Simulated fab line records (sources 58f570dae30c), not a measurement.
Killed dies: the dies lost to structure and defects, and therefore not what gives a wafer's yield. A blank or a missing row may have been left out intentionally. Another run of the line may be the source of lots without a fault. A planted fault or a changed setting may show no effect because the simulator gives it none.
Which of the tools did it? || flow berkeleyCmos170 || 14 lots, 42 wafers sampled, at 4 steps of a route of 331

== WHAT THE GAUGES SHOWED, per wafer ==
UCB170_NSD_CD_MEAS_06 targets a cd of 1200 nm. Usual: cdNm at 1200.0 nm, with a standard deviation of 1.4.
{"lot": "L421", "measured": "day 6 06:59", "on": "cdSem-02", "cdNm (nm)": "1200.8 1200.4 1200.0", "flag": ""}
{"lot": "L422", "measured": "day 6 16:01", "on": "cdSem-01", "cdNm (nm)": "1201.6 1202.5 1202.0", "flag": ""}
{"lot": "L424", "measured": "day 7 11:44", "on": "cdSem-01", "cdNm (nm)": "1199.7 1200.8 1200.5", "flag": ""}
{"lot": "L428", "measured": "day 7 16:36", "on": "cdSem-02", "cdNm (nm)": "1199.6 1203.0 1200.5", "flag": ""}
{"lot": "L429", "measured": "day 7 16:20", "on": "cdSem-01", "cdNm (nm)": "1199.4 1200.4 1200.0", "flag": ""}
{"lot": "L434", "measured": "day 9 00:34", "on": "cdSem-01", "cdNm (nm)": "1200.1 1199.0 1201.4", "flag": ""}
{"lot": "L435", "measured": "day 10 05:40", "on": "cdSem-02", "cdNm (nm)": "1199.5 1199.0 1200.2", "flag": ""}
{"lot": "L436", "measured": "day 10 06:13", "on": "cdSem-01", "cdNm (nm)": "1201.1 1201.8 1201.6", "flag": ""}
{"lot": "L437", "measured": "day 10 05:57", "on": "cdSem-01", "cdNm (nm)": "1201.7 1200.8 1201.9", "flag": ""}
{"lot": "L440", "measured": "day 10 16:07", "on": "cdSem-02", "cdNm (nm)": "1199.2 1199.8 1200.9", "flag": ""}
{"lot": "L441", "measured": "day 10 15:58", "on": "cdSem-02", "cdNm (nm)": "1199.1 1199.5 1199.1", "flag": ""}
{"lot": "L442", "measured": "day 11 09:10", "on": "cdSem-02", "cdNm (nm)": "1202.8 1202.3 1201.1", "flag": ""}

UCB170_M1_OVL_MEAS_10. Usual: for M1_OVL the level is 0 nm and the standard deviation is 6.
{"lot": "L421", "measured": "day 6 19:24", "on": "overlay-01", "M1_OVL (nm)": "3 -9 3", "flag": ""}
{"lot": "L422", "measured": "day 7 02:07", "on": "overlay-01", "M1_OVL (nm)": "-8 -7 1", "flag": ""}
{"lot": "L424", "measured": "day 7 20:38", "on": "overlay-02", "M1_OVL (nm)": "-4 1 0", "flag": ""}
{"lot": "L428", "measured": "day 8 01:54", "on": "overlay-02", "M1_OVL (nm)": "-9 -1 0", "flag": ""}
{"lot": "L429", "measured": "day 8 01:49", "on": "overlay-01", "M1_OVL (nm)": "11 0 2", "flag": ""}
{"lot": "L434", "measured": "day 9 08:31", "on": "overlay-02", "M1_OVL (nm)": "-3 -3 -10", "flag": ""}
{"lot": "L435", "measured": "day 10 15:46", "on": "overlay-02", "M1_OVL (nm)": "9 1 -1", "flag": ""}
{"lot": "L436", "measured": "day 10 18:59", "on": "overlay-01", "M1_OVL (nm)": "13 10 12", "flag": ""}
{"lot": "L437", "measured": "day 10 19:17", "on": "overlay-02", "M1_OVL (nm)": "-7 -7 1", "flag": ""}
{"lot": "L440", "measured": "day 11 08:42", "on": "overlay-02", "M1_OVL (nm)": "1 -2 2", "flag": ""}
{"lot": "L441", "measured": "day 11 08:35", "on": "overlay-01", "M1_OVL (nm)": "-9 -9 -12", "flag": ""}
{"lot": "L442", "measured": "day 11 21:56", "on": "overlay-02", "M1_OVL (nm)": "-4 2 -10", "flag": ""}

UCB170_V1_BOW_MEAS_03. Usual: for V1_BOW the level is 19 um and the standard deviation is 6.5.
{"lot": "L421", "measured": "day 6 22:59", "on": "filmMetro-03", "V1_BOW (um)": "21 17 9", "flag": ""}
{"lot": "L422", "measured": "day 7 05:59", "on": "filmMetro-01", "V1_BOW (um)": "33 16 28", "flag": ""}
{"lot": "L424", "measured": "day 8 02:22", "on": "filmMetro-01", "V1_BOW (um)": "22 28 19", "flag": ""}
{"lot": "L428", "measured": "day 8 06:40", "on": "filmMetro-02", "V1_BOW (um)": "27 17 10", "flag": ""}
{"lot": "L429", "measured": "day 8 06:20", "on": "filmMetro-01", "V1_BOW (um)": "17 17 20", "flag": ""}
{"lot": "L434", "measured": "day 9 15:02", "on": "filmMetro-03", "V1_BOW (um)": "23 32 30", "flag": ""}
{"lot": "L435", "measured": "day 10 18:51", "on": "filmMetro-02", "V1_BOW (um)": "3 11 21", "flag": ""}
{"lot": "L436", "measured": "day 11 00:02", "on": "filmMetro-02", "V1_BOW (um)": "26 21 20", "flag": ""}
{"lot": "L437", "measured": "day 11 00:04", "on": "filmMetro-01", "V1_BOW (um)": "18 21 15", "flag": ""}
{"lot": "L440", "measured": "day 11 11:44", "on": "filmMetro-01", "V1_BOW (um)": "23 21 25", "flag": ""}
{"lot": "L441", "measured": "day 11 11:45", "on": "filmMetro-03", "V1_BOW (um)": "15 20 13", "flag": ""}
{"lot": "L442", "measured": "day 12 02:39", "on": "filmMetro-02", "V1_BOW (um)": "19 18 14", "flag": ""}

== TOOL THAT RAN EACH LOT (tool first, then ch and the chambers of the sampled wafers, then the start) ==
{"lot": "L421", "UCB170_ACTIVE_OXIDATION_02": "furnace-04 ch 0, day 3 16:28"}
{"lot": "L422", "UCB170_ACTIVE_OXIDATION_02": "furnace-01 ch 0, day 3 23:12"}
{"lot": "L424", "UCB170_ACTIVE_OXIDATION_02": "furnace-03 ch 0, day 4 11:43"}
{"lot": "L428", "UCB170_ACTIVE_OXIDATION_02": "furnace-03 ch 0, day 5 04:57"}
{"lot": "L429", "UCB170_ACTIVE_OXIDATION_02": "furnace-03 ch 0, day 5 04:57"}
{"lot": "L432", "UCB170_ACTIVE_OXIDATION_02": "furnace-03, day 6 05:41"}
{"lot": "L433", "UCB170_ACTIVE_OXIDATION_02": "furnace-04, day 6 09:50"}
{"lot": "L434", "UCB170_ACTIVE_OXIDATION_02": "furnace-04 ch 0, day 6 09:50"}
{"lot": "L435", "UCB170_ACTIVE_OXIDATION_02": "furnace-04 ch 0, day 6 23:46"}
{"lot": "L436", "UCB170_ACTIVE_OXIDATION_02": "furnace-04 ch 0, day 6 23:46"}
{"lot": "L437", "UCB170_ACTIVE_OXIDATION_02": "furnace-04 ch 0, day 6 23:46"}
{"lot": "L440", "UCB170_ACTIVE_OXIDATION_02": "furnace-01 ch 0, day 7 17:56"}
{"lot": "L441", "UCB170_ACTIVE_OXIDATION_02": "furnace-04 ch 0, day 7 22:22"}
{"lot": "L442", "UCB170_ACTIVE_OXIDATION_02": "furnace-03 ch 0, day 8 04:49"}
- UCB170_ACTIVE_OXIDATION_02: target thk 26.4 nm, ox time 1260 s.

== AS READ BY THE TOOLS THEMSELVES (means over the sampled wafers that have a number; for cases with no such wafer, the mark the record gives instead) ==
UCB170_ACTIVE_OXIDATION_02. Usual: oxTempC 999.9 C, standard deviation 0.51; oxTempCMax 1003.5, standard deviation 1.4.
{"lot": "L421", "tool": "furnace-04", "oxTempC (C)": 999.8, "oxTempCMax": 1003.4, "flag": ""}
{"lot": "L422", "tool": "furnace-01", "oxTempC (C)": 999.9, "oxTempCMax": 1006.4, "flag": ""}
{"lot": "L424", "tool": "furnace-03", "oxTempC (C)": 1000.0, "oxTempCMax": 1002.8, "flag": ""}
{"lot": "L428", "tool": "furnace-03", "oxTempC (C)": 999.8, "oxTempCMax": 1002.6, "flag": ""}
{"lot": "L429", "tool": "furnace-03", "oxTempC (C)": 1000.1, "oxTempCMax": 1003.6, "flag": ""}
{"lot": "L432", "tool": "furnace-03", "oxTempC (C)": "-", "oxTempCMax": "-", "flag": "OFF"}
{"lot": "L433", "tool": "furnace-04", "oxTempC (C)": "-", "oxTempCMax": "-", "flag": "OFF"}
{"lot": "L434", "tool": "furnace-04", "oxTempC (C)": 999.1, "oxTempCMax": 1002.4, "flag": ""}
{"lot": "L435", "tool": "furnace-04", "oxTempC (C)": 1000.7, "oxTempCMax": 1004.1, "flag": ""}
{"lot": "L436", "tool": "furnace-04", "oxTempC (C)": 1000.3, "oxTempCMax": 1004.1, "flag": ""}
{"lot": "L437", "tool": "furnace-04", "oxTempC (C)": 1000.2, "oxTempCMax": 1003.7, "flag": ""}
{"lot": "L440", "tool": "furnace-01", "oxTempC (C)": 1000.5, "oxTempCMax": 1007.3, "flag": ""}
{"lot": "L441", "tool": "furnace-04", "oxTempC (C)": 999.7, "oxTempCMax": 1002.8, "flag": ""}
{"lot": "L442", "tool": "furnace-03", "oxTempC (C)": 999.8, "oxTempCMax": 1002.4, "flag": ""}

== THE ANSWER, worked out from the rows above alone ==
Rule: a lot counts as off when the mean over its wafers that have a number is more than 3 standard deviations away from the usual mean. Also off: a lot with no number at a reading for which 4 or more lots have one. The other lots that the step has rows for count as sound. Order of review: gauges by route order, followed by the tools' own readings, for which a lot's mean as printed above is used. At the first step where some lot is off, the reading lying furthest off is the one used; lots without a number count as furthest.
Off: L432, L433, at UCB170_ACTIVE_OXIDATION_02 (oxTempC). Without a number there: L432, L433.
If a tool, at that step or one of the process steps before it, ran each lot that is off and ran no sound lot following the first of them, it fits. Not one of the candidates tried fits.

== WHAT WAS PUT IN BY THE SIMULATOR ==
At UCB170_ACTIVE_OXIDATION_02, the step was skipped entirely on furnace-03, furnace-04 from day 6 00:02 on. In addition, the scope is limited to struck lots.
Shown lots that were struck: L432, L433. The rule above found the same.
